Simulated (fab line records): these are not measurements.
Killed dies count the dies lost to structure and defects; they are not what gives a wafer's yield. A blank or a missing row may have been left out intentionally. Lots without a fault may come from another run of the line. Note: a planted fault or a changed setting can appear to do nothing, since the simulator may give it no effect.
Chamber matching	flow rit-cmos	rie-si-02 running RIT_GATE_ETCH_19: 4 sister chambers
The step etches poly-Si in SF6/CHF3/O2, stops on SiO2, time 165 s, target depth 312.5 nm. 8 wafers are shown with their chamber, then 7 later ones without.

== WAFERS, EACH WITH ITS CHAMBER ==
wafer	chamber	drypump-motor-current-A (A)	throttle-valve-pct (%)
L315.4	1	5.3	10.23
L317.3	0	6.2	10.05
L317.6	1	5.3	10.26
L323.2	2	5.3	10.31
L323.5	0	6.3	10.05
L323.6	3	5.0	10.19
L325.3	2	5.3	10.32
L325.4	3	5.0	10.19

== WAFERS MISSING THEIR CHAMBER ==
wafer	drypump-motor-current-A (A)	throttle-valve-pct (%)
L325.5	5.3	10.31
L329.2	5.3	10.24
L329.3	5.3	10.31
L329.4	6.2	10.06
L333.2	6.2	10.04
L333.5	5.3	10.23
L333.6	5.3	10.31

== WHICH CHAMBER EACH WENT THROUGH ==
wafer	from the rows above	in truth
L325.5	2	2
L329.2	1	1
L329.3	2	2
L329.4	0	0
L333.2	0	0
L333.5	1	1
L333.6	2	2
Correctly placed: 7 of 7. Not placeable from these rows: 0. 0 placed wrongly.
How it was worked out, from the rows above alone: a wafer's distance from a chamber is the root of the sum, over the readings, of the square of ((its reading less the chamber's mean) divided by the reading's scatter). The wafer belongs to the nearest chamber; if the next one is less than 2 further off, it can't be placed. For every chamber, the mean is computed from those of its wafers that are shown. How the scatter is found: for the shown wafers, subtract from each reading the mean of its chamber, square and add these, divide the total by (wafers less chambers), then take the root.
